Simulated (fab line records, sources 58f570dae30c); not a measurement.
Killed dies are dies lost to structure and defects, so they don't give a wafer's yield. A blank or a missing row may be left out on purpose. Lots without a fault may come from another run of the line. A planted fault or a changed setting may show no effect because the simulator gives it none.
Which tool did it? | flow berkeley_cmos170 | 7 lots, 21 wafers sampled, at 4 steps of a route of 331

WHAT THE GAUGES READ, wafer by wafer
UCB170_V2_BOW_MEAS_03.
lot  | measured     | on            | V2_BOW (um)
L975 | day 9 07:44  | film_metro-03 | 23 32 18
L976 | day 9 07:35  | film_metro-04 | 43 34 45
L984 | day 11 00:38 | film_metro-03 | 27 27 35
L985 | day 11 15:32 | film_metro-03 | 28 36 28
L987 | day 13 04:07 | film_metro-01 | 30 35 36
L990 | day 13 02:31 | film_metro-03 | 37 17 25
L994 | day 13 12:55 | film_metro-01 | 28 23 24

WHICH TOOL RAN EACH LOT (tool, then ch and the chambers of the sampled wafers, then the start)
lot  | UCB170_PWELL_STRIP_16               | UCB170_PVT_PEB_04                 | UCB170_M1_ETCH_11
L975 | plasma_asher-04 ch 0,1, day 4 00:26 | litho_track-03 ch 0, day 7 05:06  | rie_diel-02 ch 0,1,2, day 8 19:43
L976 | plasma_asher-01 ch 0,1, day 4 00:58 | litho_track-01, day 7 06:00       | rie_diel-02 ch 1,3, day 8 20:16
L984 | plasma_asher-01 ch 0,1, day 5 18:34 | litho_track-01 ch 0, day 8 23:38  | rie_diel-04 ch 2,3, day 10 15:14
L985 | plasma_asher-03 ch 0,1, day 6 15:38 | litho_track-03 ch 0, day 9 15:54  | rie_diel-03 ch 1,3, day 11 08:20
L987 | plasma_asher-03 ch 0,1, day 6 21:19 | litho_track-02 ch 0, day 10 05:00 | rie_diel-04 ch 1,2,3, day 12 14:15
L990 | plasma_asher-04 ch 0,1, day 7 09:06 | litho_track-01 ch 0, day 10 10:06 | rie_diel-02 ch 0,1,3, day 12 14:01
L994 | plasma_asher-03 ch 0,1, day 7 20:46 | litho_track-01 ch 0, day 10 19:38 | rie_diel-03 ch 0,1,2, day 12 22:43
- UCB170_PWELL_STRIP_16: strips in O2.
- UCB170_PVT_PEB_04
- UCB170_M1_ETCH_11: etches BARC in N2/H2.

THE ANSWER, worked out from the rows above alone
Rule: what is usual is taken from the lots themselves. Put in order of their means at a reading, lots are off if they are a third of the lots or fewer, leave a main group of 4 or more, and stand apart from it by a gap of 3 or more times the standard deviation of the main group's means; of several such gaps the widest counts. A main group whose means are all the same, to the digits that the tables above print for the reading, isn't used. A lot without any number at a reading at which 4 lots or more have one is off too. The other lots that the step has rows for count as sound.
No lot is off at any reading shown: from this, nothing can be told.

WHAT THE SIMULATOR HAD PUT IN
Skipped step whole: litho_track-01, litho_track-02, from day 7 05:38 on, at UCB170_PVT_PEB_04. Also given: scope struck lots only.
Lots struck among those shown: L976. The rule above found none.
